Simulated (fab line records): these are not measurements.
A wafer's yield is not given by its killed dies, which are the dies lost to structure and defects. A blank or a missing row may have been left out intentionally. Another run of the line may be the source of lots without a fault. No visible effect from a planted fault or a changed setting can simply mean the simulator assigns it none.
The tool behind it: which one? || flow berkeley-cmos170 || Sampling: 14 lots, 42 wafers, 4 of 331 route steps

== WHAT EACH GAUGE READ, for each wafer ==
UCB170_START_BOW_MEAS_00.
{"lot": "L319", "measured": "day 1 10:01", "on": "film-metro-04", "INCOMING_BOW (um)": "0 9 -9"}
{"lot": "L320", "measured": "day 1 15:01", "on": "film-metro-03", "INCOMING_BOW (um)": "6 -8 -6"}
{"lot": "L322", "measured": "day 2 01:01", "on": "film-metro-03", "INCOMING_BOW (um)": "-6 2 -8"}
{"lot": "L323", "measured": "day 2 06:00", "on": "film-metro-01", "INCOMING_BOW (um)": "-4 -6 3"}
{"lot": "L324", "measured": "day 2 11:00", "on": "film-metro-04", "INCOMING_BOW (um)": "-1 9 10"}
{"lot": "L325", "measured": "day 2 16:00", "on": "film-metro-04", "INCOMING_BOW (um)": "14 4 2"}
{"lot": "L327", "measured": "day 3 02:00", "on": "film-metro-01", "INCOMING_BOW (um)": "2 5 -1"}
{"lot": "L328", "measured": "day 3 07:08", "on": "film-metro-03", "INCOMING_BOW (um)": "-2 2 -13"}
{"lot": "L329", "measured": "day 3 12:00", "on": "film-metro-03", "INCOMING_BOW (um)": "4 5 -2"}
{"lot": "L330", "measured": "day 3 17:00", "on": "film-metro-01", "INCOMING_BOW (um)": "1 -11 -6"}
{"lot": "L331", "measured": "day 3 22:00", "on": "film-metro-03", "INCOMING_BOW (um)": "1 -4 -6"}
{"lot": "L332", "measured": "day 4 03:00", "on": "film-metro-03", "INCOMING_BOW (um)": "7 -15 -9"}
{"lot": "L334", "measured": "day 4 13:00", "on": "film-metro-03", "INCOMING_BOW (um)": "-6 12 -4"}
{"lot": "L336", "measured": "day 4 23:01", "on": "film-metro-04", "INCOMING_BOW (um)": "-7 -18 9"}

UCB170_GATE_CD_MEAS_12: target cd 350 nm.
{"lot": "L319", "measured": "day 5 23:27", "on": "cd-sem-02", "cd-nm (nm)": "350.5 350.1 349.9"}
{"lot": "L320", "measured": "day 5 23:44", "on": "cd-sem-01", "cd-nm (nm)": "348.4 349.3 350.0"}
{"lot": "L322", "measured": "day 6 15:09", "on": "cd-sem-01", "cd-nm (nm)": "349.7 348.0 348.5"}
{"lot": "L323", "measured": "day 6 14:52", "on": "cd-sem-02", "cd-nm (nm)": "352.1 351.0 351.9"}
{"lot": "L324", "measured": "day 7 04:24", "on": "cd-sem-02", "cd-nm (nm)": "349.7 348.3 348.5"}
{"lot": "L325", "measured": "day 7 04:58", "on": "cd-sem-02", "cd-nm (nm)": "349.4 349.0 348.5"}
{"lot": "L327", "measured": "day 8 06:18", "on": "cd-sem-01", "cd-nm (nm)": "351.2 349.5 351.6"}
{"lot": "L328", "measured": "day 8 06:32", "on": "cd-sem-02", "cd-nm (nm)": "349.6 347.9 349.4"}
{"lot": "L329", "measured": "day 8 06:25", "on": "cd-sem-02", "cd-nm (nm)": "350.5 351.5 350.8"}
{"lot": "L330", "measured": "day 8 14:50", "on": "cd-sem-01", "cd-nm (nm)": "351.1 350.2 351.7"}
{"lot": "L331", "measured": "day 8 15:06", "on": "cd-sem-02", "cd-nm (nm)": "348.4 347.9 346.8"}
{"lot": "L332", "measured": "day 10 04:29", "on": "cd-sem-01", "cd-nm (nm)": "349.5 348.7 349.9"}
{"lot": "L334", "measured": "day 10 03:59", "on": "cd-sem-01", "cd-nm (nm)": "351.9 351.3 352.2"}
{"lot": "L336", "measured": "day 9 15:56", "on": "cd-sem-01", "cd-nm (nm)": "348.0 350.3 349.3"}

UCB170_PSD_CD_MEAS_06: target cd 1200 nm.
{"lot": "L319", "measured": "day 6 09:13", "on": "cd-sem-02", "cd-nm (nm)": "1200.3 1200.8 1199.1"}
{"lot": "L320", "measured": "day 6 09:30", "on": "cd-sem-02", "cd-nm (nm)": "1198.8 1199.1 1199.5"}
{"lot": "L322", "measured": "day 7 02:43", "on": "cd-sem-01", "cd-nm (nm)": "1200.1 1200.5 1198.6"}
{"lot": "L323", "measured": "day 7 02:25", "on": "cd-sem-02", "cd-nm (nm)": "1199.5 1201.5 1200.5"}
{"lot": "L324", "measured": "day 7 14:37", "on": "cd-sem-02", "cd-nm (nm)": "1201.1 1200.4 1200.3"}
{"lot": "L325", "measured": "day 7 14:44", "on": "cd-sem-02", "cd-nm (nm)": "1198.6 1200.0 1199.2"}
{"lot": "L327", "measured": "day 8 16:39", "on": "cd-sem-01", "cd-nm (nm)": "1202.1 1200.8 1201.7"}
{"lot": "L328", "measured": "day 8 17:02", "on": "cd-sem-02", "cd-nm (nm)": "1197.9 1197.3 1199.0"}
{"lot": "L329", "measured": "day 8 16:39", "on": "cd-sem-02", "cd-nm (nm)": "1202.2 1201.1 1203.0"}
{"lot": "L330", "measured": "day 8 23:40", "on": "cd-sem-02", "cd-nm (nm)": "1200.3 1198.9 1199.7"}
{"lot": "L331", "measured": "day 8 23:56", "on": "cd-sem-02", "cd-nm (nm)": "1199.0 1198.8 1199.4"}
{"lot": "L332", "measured": "day 10 13:57", "on": "cd-sem-02", "cd-nm (nm)": "1201.0 1200.2 1201.3"}
{"lot": "L334", "measured": "day 10 13:49", "on": "cd-sem-01", "cd-nm (nm)": "1198.5 1199.2 1199.6"}
{"lot": "L336", "measured": "day 10 05:29", "on": "cd-sem-02", "cd-nm (nm)": "1198.7 1197.9 1199.2"}

== TOOL THAT RAN EACH LOT (tool first, then ch and the chambers of the sampled wafers, then the start) ==
{"lot": "L319", "UCB170_GATE_OXIDATION_01": "furnace-01 ch 0, day 5 14:20"}
{"lot": "L320", "UCB170_GATE_OXIDATION_01": "furnace-01 ch 0, day 5 14:20"}
{"lot": "L322", "UCB170_GATE_OXIDATION_01": "furnace-02 ch 0, day 6 06:32"}
{"lot": "L323", "UCB170_GATE_OXIDATION_01": "furnace-02 ch 0, day 6 06:32"}
{"lot": "L324", "UCB170_GATE_OXIDATION_01": "furnace-02 ch 0, day 6 19:46"}
{"lot": "L325", "UCB170_GATE_OXIDATION_01": "furnace-02 ch 0, day 6 19:46"}
{"lot": "L327", "UCB170_GATE_OXIDATION_01": "furnace-02 ch 0, day 7 19:28"}
{"lot": "L328", "UCB170_GATE_OXIDATION_01": "furnace-02 ch 0, day 7 19:28"}
{"lot": "L329", "UCB170_GATE_OXIDATION_01": "furnace-02 ch 0, day 7 19:28"}
{"lot": "L330", "UCB170_GATE_OXIDATION_01": "furnace-01 ch 0, day 8 05:36"}
{"lot": "L331", "UCB170_GATE_OXIDATION_01": "furnace-01 ch 0, day 8 05:36"}
{"lot": "L332", "UCB170_GATE_OXIDATION_01": "furnace-01 ch 0, day 9 19:49"}
{"lot": "L334", "UCB170_GATE_OXIDATION_01": "furnace-01 ch 0, day 9 19:49"}
{"lot": "L336", "UCB170_GATE_OXIDATION_01": "furnace-02 ch 0, day 9 06:48"}
- UCB170_GATE_OXIDATION_01: target thk 6.6 nm, ox time 1800 s.

== AS READ BY THE TOOLS THEMSELVES (means over the sampled wafers that have a number; for cases with no such wafer, the mark the record gives instead) ==
The record holds no such reading with a usual standard deviation.

== THE ANSWER, worked out from the rows above alone ==
Rule: usual is defined by the lots themselves. Put in order of their means at a reading, lots are off if they are a third of the lots or fewer, leave a main group of 4 or more, and stand apart from it by a gap of 3 or more times the standard deviation of the main group's means; of several such gaps the widest counts. A main group is skipped when, at the precision printed for the reading in the tables above, its means are all equal. A lot without any number at a reading at which 4 lots or more have one is off too. Any other lot the step has rows for is counted as sound. After the gauges, taken in route order, come the tools' own readings; for these a lot's mean is taken, as printed above. At the first step where some lot is off, the reading lying furthest off is the one used; lots without a number count as furthest.
Nothing can be told from this: no lot is off at any reading shown.

== WHAT THE SIMULATOR HAD PUT IN ==
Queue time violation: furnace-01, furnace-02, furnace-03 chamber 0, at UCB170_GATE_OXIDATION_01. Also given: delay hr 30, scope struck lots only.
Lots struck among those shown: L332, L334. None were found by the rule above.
